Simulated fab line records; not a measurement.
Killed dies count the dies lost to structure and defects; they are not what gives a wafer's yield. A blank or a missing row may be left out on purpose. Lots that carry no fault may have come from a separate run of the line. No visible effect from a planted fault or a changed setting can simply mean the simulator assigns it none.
What tool caused it? | flow berkeley cmos170 | 6 lots with 18 wafers sampled at 2 steps, on a route of 331 steps

## WHAT THE GAUGES SHOWED, per wafer
UCB170_NLDD_CD_MEAS_06: target cd 1200 nm.
lot  | measured     | on        | cd nm (nm)
L553 | day 7 18:42  | cd sem-01 | 1202.6 1202.4 1200.9
L556 | day 8 12:41  | cd sem-01 | 961.2 962.6 962.0
L560 | day 9 01:27  | cd sem-01 | 1200.5 1200.5 1199.5
L569 | day 11 05:34 | cd sem-02 | 1201.6 1201.0 1200.2
L570 | day 11 05:55 | cd sem-01 | 1201.6 1200.3 1199.3
L574 | day 12 15:54 | cd sem-02 | 1200.8 1199.2 1200.0

## WHAT TOOL EACH LOT RAN ON (gives the tool, then ch and the chambers of the sampled wafers, and finally the start)
lot  | UCB170_NLDD_EXPOSE_03
L553 | krf scanner-01 ch 0, day 7 18:04
L556 | krf scanner-01 ch 0, day 8 12:18
L560 | krf scanner-02 ch 0, day 9 01:03
L569 | krf scanner-01 ch 0, day 11 05:11
L570 | krf scanner-01 ch 0, day 11 05:31
L574 | krf scanner-02 ch 0, day 12 14:28
- UCB170_NLDD_EXPOSE_03: exposes mask NSELECT, target cd 1200 nm.

## THE ANSWER, worked out from the rows above alone
Rule: the lots themselves supply what counts as usual. The widest of any qualifying gaps counts: lots, ordered by their means at a reading, are off when they make up no more than a third of the lots, leave a main group of 4 or more, and stand apart from it by 3 or more times the standard deviation of that group's means. Not used: any main group whose means are identical at the precision the tables above print for the reading. Also off: a lot with no number at a reading for which 4 or more lots have one. Where the step has rows for the other lots, those lots are counted as sound.
Off: L556, at UCB170_NLDD_CD_MEAS_06 (cd nm). The main group has a mean of 1200.7 nm with a standard deviation of 0.71.
If a tool, at a process step before that reading, ran all the lots that are off and no sound lot after the first of them, it fits. Those tools and the gauges at UCB170_NLDD_CD_MEAS_06 are tried in the same way. No candidate that was tried fits.

## WHAT THE SIMULATOR HAD PUT IN
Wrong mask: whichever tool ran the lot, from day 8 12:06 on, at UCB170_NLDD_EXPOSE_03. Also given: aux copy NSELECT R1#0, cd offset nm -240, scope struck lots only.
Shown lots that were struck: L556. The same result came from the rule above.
